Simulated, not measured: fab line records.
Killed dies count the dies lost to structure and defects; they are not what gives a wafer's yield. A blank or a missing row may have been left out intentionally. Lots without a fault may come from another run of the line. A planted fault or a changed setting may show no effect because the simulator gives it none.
Which tool was responsible? :: flow ritCmos :: Sampling: 7 lots, 21 wafers, 2 of 202 route steps

== WHAT EACH GAUGE READ, for each wafer ==
RIT_NLDD_TW_MEAS_10.
lot: L534
measured: day 4 00:32
on: filmMetro-03
NLDD_TW: 2493 2504 2497

lot: L536
measured: day 4 09:11
on: filmMetro-04
NLDD_TW: 2492 2498 2494

lot: L540
measured: day 5 06:59
on: filmMetro-04
NLDD_TW: 2478 2476 2487

lot: L542
measured: day 5 16:38
on: filmMetro-03
NLDD_TW: 2497 2497 2484

lot: L544
measured: day 6 02:21
on: filmMetro-04
NLDD_TW: 2467 2484 2475

lot: L549
measured: day 7 02:25
on: filmMetro-03
NLDD_TW: 2785 2788 2795

lot: L551
measured: day 7 12:13
on: filmMetro-04
NLDD_TW: 2460 2471 2473

== WHAT TOOL EACH LOT RAN ON (gives the tool, then ch and the chambers of the sampled wafers, and finally the start) ==
lot: L534
RIT_NLDD_IMPLANT_08: implanter-02 ch 0, day 4 00:13

lot: L536
RIT_NLDD_IMPLANT_08: implanter-03 ch 0, day 4 08:52

lot: L540
RIT_NLDD_IMPLANT_08: implanter-03 ch 0, day 5 06:41

lot: L542
RIT_NLDD_IMPLANT_08: implanter-02 ch 0, day 5 16:19

lot: L544
RIT_NLDD_IMPLANT_08: implanter-01 ch 0, day 6 02:02

lot: L549
RIT_NLDD_IMPLANT_08: implanter-02 ch 0, day 7 02:06

lot: L551
RIT_NLDD_IMPLANT_08: implanter-03 ch 0, day 7 11:53
- RIT_NLDD_IMPLANT_08

== THE ANSWER, worked out from the rows above alone ==
Rule: usual is defined by the lots themselves. Put in order of their means at a reading, lots are off if they are a third of the lots or fewer, leave a main group of 4 or more, and stand apart from it by a gap of 3 or more times the standard deviation of the main group's means; of several such gaps the widest counts. The tables above print the reading to a certain number of digits; a main group whose means all agree to those digits is not used. Also off: a lot with no number at a reading for which 4 or more lots have one. Any other lot the step has rows for is counted as sound.
Off: L549, at RIT_NLDD_TW_MEAS_10 (NLDD_TW). Mean 2485 and standard deviation 11 in the main group.
A tool fits if, at a process step before that reading, it ran every lot that is off, and no sound lot after the first of them. The gauges at RIT_NLDD_TW_MEAS_10 are tried like those tools. Can't be told from this: 2 tools fit, implanter-02 at RIT_NLDD_IMPLANT_08, filmMetro-03 at RIT_NLDD_TW_MEAS_10.

== WHAT WAS PUT IN BY THE SIMULATOR ==
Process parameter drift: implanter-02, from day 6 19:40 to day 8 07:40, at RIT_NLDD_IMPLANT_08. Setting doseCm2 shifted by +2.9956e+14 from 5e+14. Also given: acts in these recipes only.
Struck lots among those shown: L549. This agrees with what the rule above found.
